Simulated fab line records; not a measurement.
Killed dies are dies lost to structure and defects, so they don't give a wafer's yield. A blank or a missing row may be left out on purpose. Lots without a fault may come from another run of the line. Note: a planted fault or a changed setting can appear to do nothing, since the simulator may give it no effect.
fab line records | flow berkeleyCmos170 | part 1 of 2: steps 1 to 31 of 39
record: lots: 5 | wafers: 15 | lastDay: 13
route steps=331 shown CONTACT@236 M1@238 V1@254 M2@271
lots untouched by any fault: they come from a run of this same line in which no faults occurred
startH: hours from the record's first day to the start of the lot's first wafer shown | waitH: time in hours since the lot's previous step | " identical to the entry in the row above | L1.1+2: a row that stands for several wafers | - no value, or no start given | * or withheld: withheld | < > ~ a bound
route shown NAME@n: names a module that has steps shown in the file, with the first one's number in the route | usual: mean/standard deviation taken from wafers without a fault | same: alike in all rows | chamber/n: place in a boat | sites: per-site readings | _std_site: standard deviation of those values | _edge_site: the outer-site mean with the inner-site mean subtracted | radiusMm: for every site, how far away it sits from the centre of the wafer | mask NAME#n: copy n | behind: the last tool/chamber to shape the wafer | hold: why the lot went on hold/how many hours it stayed there/how the hold came to an end | device: the n, p or np transistor that did not switch | end of line: at the end of the route, the tests of the same wafers | a step given without rows: its recipe and nothing more | killed: dies lost to structure and defects at the first sort, not the wafer's yield | map: shows each die of a wafer: x if killed, . if not, _ if none is there
set.NAME: the setting the step ran with; set.NAME@STEP: the setting that earlier step ran with | model.NAME: the simulator's own value behind a step, which no gauge read
a table for each step, a row for each wafer; lots at some steps of the route
services: a tool's chamber out of use, with start hour (startH, from the record's first day; less than 0 if before it), hours out, and reason
== steps ==
step: UCB170_CONTACT_CD_MEAS_90
recipe: targetCdNm: 700
usual: cdNm: 700.4/1.8
lot.wafer | tool     | chamber | startH | waitH | cdNm
L074.2    | cdSem-02 | -       | 193.91 | 0.6   | 701.2
L074.5    | "        | -       | "      | "     | 701.1
L074.6    | "        | -       | "      | "     | 702.0
L083.2    | cdSem-02 | -       | 232.53 | 0.1   | 698.5
L083.3    | "        | -       | "      | "     | 697.3
L083.6    | "        | -       | "      | "     | 699.9
L084.1    | cdSem-02 | -       | 234.82 | 0.1   | 697.4
L084.2    | "        | -       | "      | "     | 699.6
L084.3    | "        | -       | "      | "     | 698.2
L094.1    | cdSem-02 | -       | 285.89 | 0.1   | 699.6
L094.3    | "        | -       | "      | "     | 701.6
L094.6    | "        | -       | "      | "     | 701.1
L096.1    | cdSem-02 | -       | 295.46 | 0.1   | 698.4
L096.2    | "        | -       | "      | "     | 698.2
L096.3    | "        | -       | "      | "     | 697.7
step: UCB170_CONTACT_CLEAN_20
recipe: chemistry: SPM | tempC: 120 | timeS: 600
usual: tempC: 120.02/0.13
lot.wafer | tool        | chamber | startH | waitH | tempC
L074.2    | wetBench-04 | 3       | 194.01 | 0.1   | 120.05
L074.5    | "           | 3       | "      | "     | 120.07
L074.6    | "           | 3       | "      | "     | 120.05
L083.2    | wetBench-04 | 1       | 232.73 | 0.2   | 119.65
L083.3    | "           | 1       | "      | "     | 120.10
L083.6    | "           | 1       | "      | "     | 119.74
L084.1    | wetBench-04 | 0       | 234.94 | 0.1   | 120.03
L084.2    | "           | 0       | "      | "     | 119.95
L084.3    | "           | 0       | "      | "     | 120.04
L094.1    | wetBench-03 | 2       | 286.01 | 0.1   | 120.00
L094.3    | "           | 2       | "      | "     | 120.22
L094.6    | "           | 2       | "      | "     | 120.10
L096.1    | wetBench-04 | 2       | 295.58 | 0.1   | 120.09
L096.2    | "           | 2       | "      | "     | 120.04
L096.3    | "           | 2       | "      | "     | 120.17
step: UCB170_M1_SPUTTER_00
recipe: material: Al | targetThkNm: 600 | timeS: 80 | powerW: 6000 | chamberPressurePa: 0.5
usual: throttleValvePct: 29.8/1.2
lot.wafer | tool          | chamber | startH | waitH | throttleValvePct
L074.2    | pvdSputter-01 | -       | 194.19 | 0.0   | 28.6
L074.5    | "             | -       | "      | "     | 28.7
L074.6    | "             | -       | "      | "     | 28.6
L083.2    | pvdSputter-02 | -       | 232.90 | 0.0   | 29.1
L083.3    | "             | -       | "      | "     | 30.5
L083.6    | "             | -       | "      | "     | 30.5
L084.1    | pvdSputter-04 | -       | 235.11 | 0.0   | 31.9
L084.2    | "             | -       | "      | "     | 27.7
L084.3    | "             | -       | "      | "     | 30.4
L094.1    | pvdSputter-04 | -       | 286.18 | 0.0   | 31.7
L094.3    | "             | -       | "      | "     | 30.3
L094.6    | "             | -       | "      | "     | 30.1
L096.1    | pvdSputter-02 | -       | 295.75 | 0.0   | 28.7
L096.2    | "             | -       | "      | "     | 30.1
L096.3    | "             | -       | "      | "     | 30.8
step: UCB170_M1_RS_MEAS_01
recipe: thkMeasGauge: four-point-probe | reads: Al_of_M1_SPUTTER_00
usual: M1_AL_RS: 0.0484/0.00059
lot.wafer | tool         | chamber | startH | waitH | M1_AL_RS[ohm/sq]
L074.2    | filmMetro-03 | -       | 194.27 | 0.1   | 0.0481
L074.5    | "            | -       | "      | "     | 0.0493
L074.6    | "            | -       | "      | "     | 0.0475
L083.2    | filmMetro-03 | -       | 232.99 | 0.1   | 0.0492
L083.3    | "            | -       | "      | "     | 0.0495
L083.6    | "            | -       | "      | "     | 0.0493
L084.1    | filmMetro-01 | -       | 235.18 | 0.0   | 0.0480
L084.2    | "            | -       | "      | "     | 0.0482
L084.3    | "            | -       | "      | "     | 0.0480
L094.1    | filmMetro-03 | -       | 286.24 | 0.0   | 0.0484
L094.3    | "            | -       | "      | "     | 0.0475
L094.6    | "            | -       | "      | "     | 0.0476
L096.1    | filmMetro-03 | -       | 295.81 | 0.0   | 0.0487
L096.2    | "            | -       | "      | "     | 0.0478
L096.3    | "            | -       | "      | "     | 0.0487
step: UCB170_M1_THK_MEAS_02
recipe: thkMeasGauge: xrf | reads: Al_of_M1_SPUTTER_00
usual: M1_AL_THK: 601/8.8
lot.wafer | tool         | chamber | startH | waitH | M1_AL_THK[nm]
L074.2    | filmMetro-03 | -       | 194.38 | 0.1   | 606
L074.5    | "            | -       | "      | "     | 590
L074.6    | "            | -       | "      | "     | 612
L083.2    | filmMetro-03 | -       | 233.10 | 0.1   | 585
L083.3    | "            | -       | "      | "     | 585
L083.6    | "            | -       | "      | "     | 583
L084.1    | filmMetro-01 | -       | 235.30 | 0.1   | 613
L084.2    | "            | -       | "      | "     | 609
L084.3    | "            | -       | "      | "     | 611
L094.1    | filmMetro-03 | -       | 286.36 | 0.1   | 601
L094.3    | "            | -       | "      | "     | 610
L094.6    | "            | -       | "      | "     | 608
L096.1    | filmMetro-03 | -       | 295.93 | 0.1   | 597
L096.2    | "            | -       | "      | "     | 608
L096.3    | "            | -       | "      | "     | 601
step: UCB170_M1_COAT_03
recipe: resist: BARC | tempC: withheld | timeS: withheld | spinRpm: 3000 | resistThkNm: withheld
lot.wafer  | tool          | chamber | startH | waitH
L074.2+5+6 | lithoTrack-01 | 0       | 194.45 | 0.1
L083.2+3+6 | lithoTrack-01 | 0       | 233.31 | 0.2
L084.1+2+3 | lithoTrack-01 | 0       | 236.36 | 1.1
L094.1+3+6 | lithoTrack-01 | 0       | 287.24 | 0.9
L096.1+2+3 | lithoTrack-02 | 0       | 295.99 | 0.1
step: UCB170_M1_COAT_04
recipe: resist: KrF | spinRpm: 1500 | resistThkNm: 900
lot.wafer  | tool          | chamber | startH | waitH
L074.2+5+6 | lithoTrack-01 | 0       | -      | -
L083.2+3+6 | lithoTrack-01 | 0       | -      | -
L084.1+2+3 | lithoTrack-01 | 0       | -      | -
L094.1+3+6 | lithoTrack-01 | 0       | -      | -
L096.1+2+3 | lithoTrack-02 | 0       | -      | -
step: UCB170_M1_SOFTBAKE_05
recipe: resist: KrF | tempC: 130 | timeS: 60
lot.wafer  | tool          | chamber | startH | waitH
L074.2+5+6 | lithoTrack-01 | 0       | -      | -
L083.2+3+6 | lithoTrack-01 | 0       | -      | -
L084.1+2+3 | lithoTrack-01 | 0       | -      | -
L094.1+3+6 | lithoTrack-01 | 0       | -      | -
L096.1+2+3 | lithoTrack-02 | 0       | -      | -
step: UCB170_M1_EXPOSE_06
recipe: maskId: METAL1 | targetCdNm: 700 | na: 0.5 | sigmaOuter: 0.6 | sourceShape: conventional | doseMj: 21
lot.wafer  | tool          | chamber | startH | waitH | mask
L074.2+5+6 | krfScanner-01 | 0       | 195.07 | -     | METAL1#0
L083.2+3+6 | krfScanner-02 | 0       | 233.88 | -     | METAL1#0
L084.1+2+3 | krfScanner-01 | 0       | 236.96 | -     | METAL1#0
L094.1+3+6 | krfScanner-01 | 0       | 287.72 | -     | METAL1#0
L096.1+2+3 | krfScanner-01 | 0       | 296.44 | -     | METAL1#0
step: UCB170_M1_PEB_07
recipe: pebTempC: 130 | pebTimeS: withheld | resist: KrF
lot.wafer  | tool          | chamber | startH | waitH
L074.2+5+6 | lithoTrack-01 | 0       | 195.35 | 0.3
L083.2+3+6 | lithoTrack-01 | 0       | 234.66 | 0.8
L084.1+2+3 | lithoTrack-02 | 0       | 237.82 | 0.8
L094.1+3+6 | lithoTrack-01 | 0       | 288.52 | 0.8
L096.1+2+3 | lithoTrack-02 | 0       | 296.89 | 0.4
step: UCB170_M1_DEVELOP_08
recipe: developer: TMAH | developTimeS: 45 | resist: KrF | devTempC: 21
lot.wafer  | tool          | chamber | startH | waitH
L074.2+5+6 | lithoTrack-01 | 0       | -      | -
L083.2+3+6 | lithoTrack-01 | 0       | -      | -
L084.1+2+3 | lithoTrack-02 | 0       | -      | -
L094.1+3+6 | lithoTrack-01 | 0       | -      | -
L096.1+2+3 | lithoTrack-02 | 0       | -      | -
step: UCB170_M1_CD_MEAS_09
recipe: targetCdNm: 700
usual: cdNm: 700.2/1.3
lot.wafer | tool     | chamber | startH | waitH | cdNm
L074.2    | cdSem-02 | -       | 195.62 | -     | 700.5
L074.5    | "        | -       | "      | "     | 701.0
L074.6    | "        | -       | "      | "     | 700.4
L083.2    | cdSem-01 | -       | 234.93 | -     | 699.1
L083.3    | "        | -       | "      | "     | 698.5
L083.6    | "        | -       | "      | "     | 700.3
L084.1    | cdSem-02 | -       | 238.10 | -     | 700.9
L084.2    | "        | -       | "      | "     | 701.5
L084.3    | "        | -       | "      | "     | 701.6
L094.1    | cdSem-01 | -       | 288.79 | -     | 698.9
L094.3    | "        | -       | "      | "     | 698.9
L094.6    | "        | -       | "      | "     | 698.3
L096.1    | cdSem-02 | -       | 297.17 | -     | 700.0
L096.2    | "        | -       | "      | "     | 699.6
L096.3    | "        | -       | "      | "     | 699.9
step: UCB170_M1_OVL_MEAS_10
usual: M1_OVL: 2/4.4
lot.wafer | tool       | chamber | startH | waitH | M1_OVL[nm]
L074.2    | overlay-02 | -       | 195.73 | 0.1   | -6
L074.5    | "          | -       | "      | "     | -1
L074.6    | "          | -       | "      | "     | -6
L083.2    | overlay-01 | -       | 235.04 | 0.1   | -4
L083.3    | "          | -       | "      | "     | 4
L083.6    | "          | -       | "      | "     | -6
L084.1    | overlay-01 | -       | 238.22 | 0.1   | 7
L084.2    | "          | -       | "      | "     | 11
L084.3    | "          | -       | "      | "     | 6
L094.1    | overlay-01 | -       | 288.91 | 0.1   | 7
L094.3    | "          | -       | "      | "     | 1
L094.6    | "          | -       | "      | "     | 12
L096.1    | overlay-02 | -       | 297.29 | 0.1   | 1
L096.2    | "          | -       | "      | "     | 6
L096.3    | "          | -       | "      | "     | 3
step: UCB170_M1_ETCH_11
recipe: chemistry: N2/H2 | targetDepthA: withheld | overetchA: withheld | target: BARC | timeS: withheld | sourceW: 500 | biasW: 100 | pressureMtorr: 30 | n2FlowSccm: 100 | h2FlowSccm: 200
usual: drypumpMotorCurrentA: 5.7/0.52 | n2FlowSccm: 100.0/0.32 | oesProductAu: 1.010/0.019 | rfFwdPowerW: 494.9/1.7 | throttleValvePct: 13.28/0.14
lot.wafer | tool       | chamber | startH | waitH | drypumpMotorCurrentA | n2FlowSccm | oesProductAu | rfFwdPowerW | throttleValvePct
L074.2    | rieDiel-04 | 0       | 195.76 | 0.0   | 6.4                  | 100.1      | 0.973        | 496.9       | 13.09
L074.5    | "          | 2       | "      | "     | 5.8                  | 100.0      | 1.012        | 496.6       | 13.15
L074.6    | "          | 0       | "      | "     | 6.4                  | 99.6       | 0.971        | 496.8       | 13.08
L083.2    | rieDiel-03 | 1       | 235.07 | 0.0   | 5.9                  | 99.7       | 0.995        | 492.0       | 13.48
L083.3    | "          | 2       | "      | "     | 6.2                  | 100.4      | 0.994        | 492.3       | 13.10
L083.6    | "          | 3       | "      | "     | 5.7                  | 100.3      | 1.020        | 494.5       | 13.36
L084.1    | rieDiel-02 | 0       | 238.25 | 0.0   | 5.0                  | 100.4      | 0.997        | 498.0       | 13.23
L084.2    | "          | 2       | "      | "     | 6.3                  | 100.2      | 1.044        | 493.4       | 13.42
L084.3    | "          | 1       | "      | "     | 6.5                  | 100.3      | 1.017        | 495.5       | 13.37
L094.1    | rieDiel-03 | 3       | 288.95 | 0.0   | 5.7                  | 99.9       | 1.023        | 496.5       | 13.36
L094.3    | "          | 0       | "      | "     | 5.5                  | 99.7       | 1.034        | 494.5       | 13.02
L094.6    | "          | 0       | "      | "     | 5.5                  | 99.5       | 1.038        | 493.7       | 13.06
L096.1    | rieDiel-03 | 0       | 297.32 | 0.0   | 5.6                  | 99.8       | 1.036        | 494.9       | 13.04
L096.2    | "          | 3       | "      | "     | 5.7                  | 100.1      | 1.023        | 496.8       | 13.37
L096.3    | "          | 1       | "      | "     | 5.9                  | 99.8       | 1.001        | 491.4       | 13.50
step: UCB170_M1_METAL_ETCH_12
recipe: chemistry: Cl2/BCl3 | target: Al | stopOn: PSG | pressureMtorr: 12 | targetDepthA: 7800 | overEtchFrac: 0.3 | timeS: 130 | icpW: 600 | biasW: 120 | Cl2_flow_sccm: 90 | bcl3FlowSccm: 45
usual: drypumpMotorCurrentA: 5.7/0.48 | oesProductAu: 0.844/0.012 | rfFwdPowerW: 597.1/2 | throttleValvePct: 24.59/0.24
lot.wafer | tool        | chamber | startH | waitH | drypumpMotorCurrentA | oesProductAu | rfFwdPowerW | rfHoursCounterH | throttleValvePct
L074.2    | rieMetal-01 | 1       | 195.84 | -     | 5.7                  | 0.839        | 597.4       | -               | 24.98
L074.5    | "           | 1       | "      | "     | 5.7                  | 0.830        | 596.9       | -               | 24.98
L074.6    | "           | 1       | "      | "     | 5.7                  | 0.841        | 594.5       | -               | 24.96
L083.2    | rieMetal-01 | 1       | 235.11 | -     | 5.7                  | 0.828        | 599.6       | 2               | 24.96
L083.3    | "           | 1       | "      | "     | 5.7                  | 0.820        | 599.7       | -               | 24.97
L083.6    | "           | 0       | "      | "     | 6.2                  | 0.845        | 597.0       | -               | 24.33
L084.1    | rieMetal-03 | 0       | 238.29 | -     | 5.2                  | 0.859        | 598.9       | 8               | 24.57
L084.2    | "           | 1       | "      | "     | 5.7                  | 0.856        | 597.2       | 4               | 24.51
L084.3    | "           | 0       | "      | "     | 5.2                  | 0.860        | 600.2       | -               | 24.58
L094.1    | rieMetal-01 | 1       | 288.99 | -     | 5.7                  | 0.829        | 595.4       | 4               | 24.98
L094.3    | "           | 0       | "      | "     | 6.2                  | 0.861        | 598.6       | -               | 24.34
L094.6    | "           | 0       | "      | "     | 6.2                  | 0.855        | 600.5       | -               | 24.35
L096.1    | rieMetal-01 | 1       | 297.36 | -     | 5.7                  | 0.841        | 595.3       | 4               | 24.96
L096.2    | "           | 0       | "      | "     | 6.2                  | 0.853        | 602.0       | 3               | 24.37
L096.3    | "           | 0       | "      | "     | 6.2                  | 0.839        | 597.1       | -               | 24.34
step: UCB170_M1_STRIP_13
recipe: chemistry: O2 | powerW: 400 | pressureMtorr: 3500 | platenTempC: withheld | o2FlowSccm: 400 | overashFraction: 0.5
usual: drypumpMotorCurrentA: 5.5/0.57 | o2FlowSccm: 400.0/1.1 | oesProductAu: 0.720/0.0048
lot.wafer | tool           | chamber | startH | waitH | drypumpMotorCurrentA | o2FlowSccm | oesProductAu | rfHoursCounterH
L074.2    | plasmaAsher-01 | 0       | 196.07 | 0.2   | 5.0                  | 400.5      | 0.714        | 46
L074.5    | "              | 1       | "      | "     | 5.3                  | 400.2      | 0.720        | -
L074.6    | "              | 0       | "      | "     | 5.0                  | 399.0      | 0.719        | -
L083.2    | plasmaAsher-02 | 1       | 235.24 | 0.1   | 5.7                  | 400.8      | 0.721        | 40
L083.3    | "              | 1       | "      | "     | 5.7                  | 402.7      | 0.718        | -
L083.6    | "              | 1       | "      | "     | 5.7                  | 401.2      | 0.725        | -
L084.1    | plasmaAsher-03 | 0       | 238.43 | 0.1   | 5.2                  | 397.8      | 0.720        | 54
L084.2    | "              | 1       | "      | "     | 6.5                  | 398.8      | 0.715        | 54
L084.3    | "              | 0       | "      | "     | 5.2                  | 399.7      | 0.720        | -
L094.1    | plasmaAsher-02 | 1       | 289.12 | 0.1   | 5.7                  | 398.5      | 0.733        | 47
L094.3    | "              | 0       | "      | "     | 4.8                  | 399.8      | 0.713        | -
L094.6    | "              | 0       | "      | "     | 4.8                  | 399.6      | 0.723        | -
L096.1    | plasmaAsher-02 | 0       | 297.50 | 0.1   | 4.8                  | 399.1      | 0.722        | 48
L096.2    | "              | 1       | "      | "     | 5.7                  | 400.0      | 0.721        | 48
L096.3    | "              | 0       | "      | "     | 4.8                  | 396.1      | 0.714        | -
step: UCB170_M1_CD_MEAS_90
recipe: targetCdNm: 700
usual: cdNm: 700.6/2.1
lot.wafer | tool     | chamber | startH | waitH | cdNm
L074.2    | cdSem-02 | -       | 196.33 | 0.2   | 698.5
L074.5    | "        | -       | "      | "     | 701.8
L074.6    | "        | -       | "      | "     | 700.1
L083.2    | cdSem-02 | -       | 235.36 | 0.1   | 698.9
L083.3    | "        | -       | "      | "     | 698.6
L083.6    | "        | -       | "      | "     | 702.5
L084.1    | cdSem-02 | -       | 238.53 | 0.1   | 703.8
L084.2    | "        | -       | "      | "     | 700.9
L084.3    | "        | -       | "      | "     | 702.9
L094.1    | cdSem-02 | -       | 289.22 | 0.1   | 700.0
L094.3    | "        | -       | "      | "     | 702.3
L094.6    | "        | -       | "      | "     | 700.2
L096.1    | cdSem-01 | -       | 297.60 | 0.1   | 701.8
L096.2    | "        | -       | "      | "     | 700.9
L096.3    | "        | -       | "      | "     | 703.3
step: UCB170_M1_ANNEAL_14
recipe: tempC: 400 | timeS: 1200 | ambient: formingGas
usual: zonePowerSourcePct: 5.98/0.058
lot.wafer | tool       | chamber | startH | waitH | zonePowerSourcePct
L074.2    | furnace-03 | 0       | 196.55 | 0.2   | 6.00
L074.5    | "          | 0       | "      | "     | 5.94
L074.6    | "          | 0       | "      | "     | 5.89
L083.2    | furnace-03 | 0       | 235.46 | 0.1   | 5.91
L083.3    | "          | 0       | "      | "     | 5.92
L083.6    | "          | 0       | "      | "     | 5.91
L084.1    | furnace-03 | 0       | 238.81 | 0.3   | 5.85
L084.2    | "          | 0       | "      | "     | 5.97
L084.3    | "          | 0       | "      | "     | 5.94
L094.1    | furnace-03 | 0       | 289.34 | 0.1   | 5.82
L094.3    | "          | 0       | "      | "     | 6.02
L094.6    | "          | 0       | "      | "     | 5.90
L096.1    | furnace-03 | 0       | 298.95 | 1.3   | 5.94
L096.2    | "          | 0       | "      | "     | 5.94
L096.3    | "          | 0       | "      | "     | 6.02
step: UCB170_V1_CVD_00
recipe: material: SiO2 | targetThkNm: 2000 | tempC: 390 | precursor: TEOS/O2 | timeS: 250 | rfW: 550 | pressureMtorr: 9000
usual: heaterPowerW: 253/56 | rfFwdPowerW: 548.1/1.8
lot.wafer | tool     | chamber | startH | waitH | heaterPowerW | rfFwdPowerW
L074.2    | pecvd-03 | 1       | 197.89 | 0.0   | 259          | 547.9
L074.5    | "        | 1       | "      | "     | 321          | 546.1
L074.6    | "        | 0       | "      | "     | 260          | 551.0
L083.2    | pecvd-02 | 0       | 236.80 | 0.0   | 275          | 547.8
L083.3    | "        | 2       | "      | "     | 293          | 548.9
L083.6    | "        | 2       | "      | "     | 211          | 549.6
L084.1    | pecvd-02 | 1       | 240.14 | 0.0   | 263          | 549.1
L084.2    | "        | 2       | "      | "     | 215          | 550.7
L084.3    | "        | 0       | "      | "     | 280          | 548.1
L094.1    | pecvd-01 | 1       | 290.68 | 0.0   | 191          | 546.4
L094.3    | "        | 0       | "      | "     | 283          | 547.1
L094.6    | "        | 0       | "      | "     | 326          | 546.2
L096.1    | pecvd-03 | 1       | 300.28 | 0.0   | 310          | 546.9
L096.2    | "        | 2       | "      | "     | 395          | 546.5
L096.3    | "        | 2       | "      | "     | 276          | 545.1
step: UCB170_V1_THK_MEAS_01
recipe: reads: SiO2_of_V1_CVD_00
usual: V1_TEOS_THK: 2001/28
lot.wafer | tool         | chamber | startH | waitH | V1_TEOS_THK[nm]
L074.2    | filmMetro-01 | -       | 198.05 | 0.1   | 1973
L074.5    | "            | -       | "      | "     | 2006
L074.6    | "            | -       | "      | "     | 2014
L083.2    | filmMetro-02 | -       | 236.96 | 0.1   | 1978
L083.3    | "            | -       | "      | "     | 1981
L083.6    | "            | -       | "      | "     | 2022
L084.1    | filmMetro-03 | -       | 240.30 | 0.1   | 2013
L084.2    | "            | -       | "      | "     | 1950
L084.3    | "            | -       | "      | "     | 1950
L094.1    | filmMetro-01 | -       | 290.83 | 0.1   | 1989
L094.3    | "            | -       | "      | "     | 1986
L094.6    | "            | -       | "      | "     | 2003
L096.1    | filmMetro-02 | -       | 300.52 | 0.2   | 1979
L096.2    | "            | -       | "      | "     | 1988
L096.3    | "            | -       | "      | "     | 2020
step: UCB170_V1_CMP_02
recipe: material: SiO2 | downForcePsi: 6 | platenRpm: 60 | padVelocityMS: 0.75398
usual: motorCurrentA: 15.1/1.2 | slurryFlowMlMin: 150.0/0.48
lot.wafer | tool   | chamber | startH | waitH | motorCurrentA | slurryFlowMlMin
L074.2    | cmp-02 | 0       | 198.20 | 0.1   | 15.3          | 150.5
L074.6    | "      | 2       | "      | "     | 15.1          | 149.4
L074.5    | "      | 3       | "      | "     | 17.0          | 150.3
L083.3    | cmp-02 | 2       | 237.01 | 0.0   | 16.0          | 150.0
L083.2    | "      | 0       | "      | "     | 15.4          | 150.2
L083.6    | "      | 2       | "      | "     | 15.3          | 149.9
L084.1    | cmp-01 | 0       | 240.36 | 0.1   | 15.5          | 150.6
L084.2    | "      | 1       | "      | "     | 13.1          | 149.8
L084.3    | "      | 2       | "      | "     | 12.8          | 149.8
L094.1    | cmp-01 | 1       | 290.89 | 0.1   | 13.5          | 149.7
L094.3    | "      | 3       | "      | "     | 16.0          | 150.1
L094.6    | "      | 2       | "      | "     | 13.6          | 150.1
L096.3    | cmp-01 | 1       | 300.58 | 0.0   | 13.2          | 149.8
L096.1    | "      | 2       | "      | "     | 12.7          | 150.0
L096.2    | "      | 0       | "      | "     | 14.8          | 150.1
step: UCB170_V1_BOW_MEAS_03
recipe: mode: bow
usual: V1_BOW: 19/6.1
lot.wafer | tool         | chamber | startH | waitH | V1_BOW[um]
L074.2    | filmMetro-02 | -       | 198.42 | 0.2   | 22
L074.5    | "            | -       | "      | "     | 22
L074.6    | "            | -       | "      | "     | 21
L083.2    | filmMetro-03 | -       | 237.33 | 0.2   | 27
L083.3    | "            | -       | "      | "     | 9
L083.6    | "            | -       | "      | "     | 14
L084.1    | filmMetro-03 | -       | 240.66 | 0.2   | 25
L084.2    | "            | -       | "      | "     | 25
L084.3    | "            | -       | "      | "     | 29
L094.1    | filmMetro-03 | -       | 291.19 | 0.2   | 19
L094.3    | "            | -       | "      | "     | 12
L094.6    | "            | -       | "      | "     | 16
L096.1    | filmMetro-02 | -       | 300.88 | 0.2   | 22
L096.2    | "            | -       | "      | "     | 25
L096.3    | "            | -       | "      | "     | 15
step: UCB170_V1_THK_MEAS_04
recipe: reads: SiO2_of_V1_CVD_00
usual: V1_POLISHED_THK: 1000.1/1.1
lot.wafer | tool         | chamber | startH | waitH | V1_POLISHED_THK[nm]
L074.2    | filmMetro-02 | -       | 198.53 | 0.1   | 1000.4
L074.5    | "            | -       | "      | "     | 1000.5
L074.6    | "            | -       | "      | "     | 1001.0
L083.2    | filmMetro-03 | -       | 237.44 | 0.1   | 1000.4
L083.3    | "            | -       | "      | "     | 998.3
L083.6    | "            | -       | "      | "     | 997.2
L084.1    | filmMetro-03 | -       | 240.78 | 0.1   | 1001.1
L084.2    | "            | -       | "      | "     | 998.8
L084.3    | "            | -       | "      | "     | 1000.3
L094.1    | filmMetro-03 | -       | 291.31 | 0.1   | 998.2
L094.3    | "            | -       | "      | "     | 999.5
L094.6    | "            | -       | "      | "     | 998.7
L096.1    | filmMetro-02 | -       | 301.00 | 0.1   | 1000.4
L096.2    | "            | -       | "      | "     | 1000.3
L096.3    | "            | -       | "      | "     | 1000.4
step: UCB170_V1_CLEAN_05
recipe: chemistry: DIW
lot.wafer  | tool        | chamber | startH | waitH
L074.2+5+6 | wetBench-03 | 1       | 198.68 | 0.1
L083.2+3+6 | wetBench-02 | 0       | 237.88 | 0.4
L084.1+2+3 | wetBench-01 | 2       | 240.84 | 0.1
L094.1+3+6 | wetBench-01 | 2       | 291.49 | 0.2
L096.1+2+3 | wetBench-01 | 3       | 302.23 | 1.2
step: UCB170_V1_HMDS_06
recipe: primeTimeS: 60 | primeTempC: 100
lot.wafer  | tool          | chamber | startH | waitH
L074.2+5+6 | lithoTrack-01 | 0       | 199.02 | 0.2
L083.2+3+6 | lithoTrack-01 | 0       | 238.25 | 0.0
L084.1+2+3 | lithoTrack-04 | 0       | 241.03 | 0.0
L094.1+3+6 | lithoTrack-01 | 0       | 291.69 | 0.0
L096.1+2+3 | lithoTrack-04 | 0       | 302.62 | 0.2
step: UCB170_V1_COAT_07
recipe: resist: KrF | spinRpm: 1500 | resistThkNm: 900
lot.wafer  | tool          | chamber | startH | waitH
L074.2+5+6 | lithoTrack-01 | 0       | 199.17 | 0.1
L083.2+3+6 | lithoTrack-01 | 0       | 238.40 | 0.1
L084.1+2+3 | lithoTrack-04 | 0       | 241.18 | 0.1
L094.1+3+6 | lithoTrack-01 | 0       | 291.84 | 0.1
L096.1+2+3 | lithoTrack-04 | 0       | 302.77 | 0.1
step: UCB170_V1_SOFTBAKE_08
recipe: resist: KrF | tempC: 130 | timeS: 60
lot.wafer  | tool          | chamber | startH | waitH
L074.2+5+6 | lithoTrack-01 | 0       | 199.32 | 0.1
L083.2+3+6 | lithoTrack-01 | 0       | 238.55 | 0.1
L084.1+2+3 | lithoTrack-04 | 0       | 241.33 | 0.1
L094.1+3+6 | lithoTrack-01 | 0       | 291.99 | 0.1
L096.1+2+3 | lithoTrack-04 | 0       | 302.92 | 0.1
step: UCB170_V1_EXPOSE_09
recipe: maskId: VIA1 | targetCdNm: 700 | na: 0.5 | sigmaOuter: 0.6 | sourceShape: conventional | doseMj: 37
lot.wafer  | tool          | chamber | startH | waitH | mask
L074.2+5+6 | krfScanner-01 | 0       | 199.47 | 0.1   | VIA1#0
L083.2+3+6 | krfScanner-02 | 0       | 238.70 | 0.1   | VIA1#0
L084.1+2+3 | krfScanner-01 | 0       | 241.61 | 0.2   | VIA1#0
L094.1+3+6 | krfScanner-02 | 0       | 292.14 | 0.1   | VIA1#0
L096.1+2+3 | krfScanner-01 | 0       | 303.21 | 0.3   | VIA1#0
step: UCB170_V1_PEB_10
recipe: pebTempC: 130 | pebTimeS: withheld | resist: KrF
lot.wafer  | tool          | chamber | startH | waitH
L074.2+5+6 | lithoTrack-03 | 0       | 199.59 | 0.1
L083.2+3+6 | lithoTrack-04 | 0       | 238.82 | 0.1
L084.1+2+3 | lithoTrack-01 | 0       | 241.97 | 0.3
L094.1+3+6 | lithoTrack-04 | 0       | 292.26 | 0.1
L096.1+2+3 | lithoTrack-01 | 0       | 303.58 | 0.4
step: UCB170_V1_DEVELOP_11
recipe: developer: TMAH | developTimeS: 45 | resist: KrF | devTempC: 21
lot.wafer  | tool          | chamber | startH | waitH
L074.2+5+6 | lithoTrack-03 | 0       | -      | -
L083.2+3+6 | lithoTrack-04 | 0       | -      | -
L084.1+2+3 | lithoTrack-01 | 0       | -      | -
L094.1+3+6 | lithoTrack-04 | 0       | -      | -
L096.1+2+3 | lithoTrack-01 | 0       | -      | -
step: UCB170_V1_CD_MEAS_12
recipe: targetCdNm: 700
usual: cdNm: 699.6/1.4
lot.wafer | tool     | chamber | startH | waitH | cdNm
L074.2    | cdSem-02 | -       | 199.92 | -     | 700.0
L074.5    | "        | -       | "      | "     | 700.0
L074.6    | "        | -       | "      | "     | 699.9
L083.2    | cdSem-01 | -       | 239.09 | -     | 699.8
L083.3    | "        | -       | "      | "     | 700.5
L083.6    | "        | -       | "      | "     | 700.7
L084.1    | cdSem-01 | -       | 242.25 | -     | 699.6
L084.2    | "        | -       | "      | "     | 700.8
L084.3    | "        | -       | "      | "     | 700.1
L094.1    | cdSem-02 | -       | 292.53 | -     | 699.3
L094.3    | "        | -       | "      | "     | 700.4
L094.6    | "        | -       | "      | "     | 698.6
L096.1    | cdSem-01 | -       | 303.92 | -     | 701.2
L096.2    | "        | -       | "      | "     | 701.3
L096.3    | "        | -       | "      | "     | 702.2
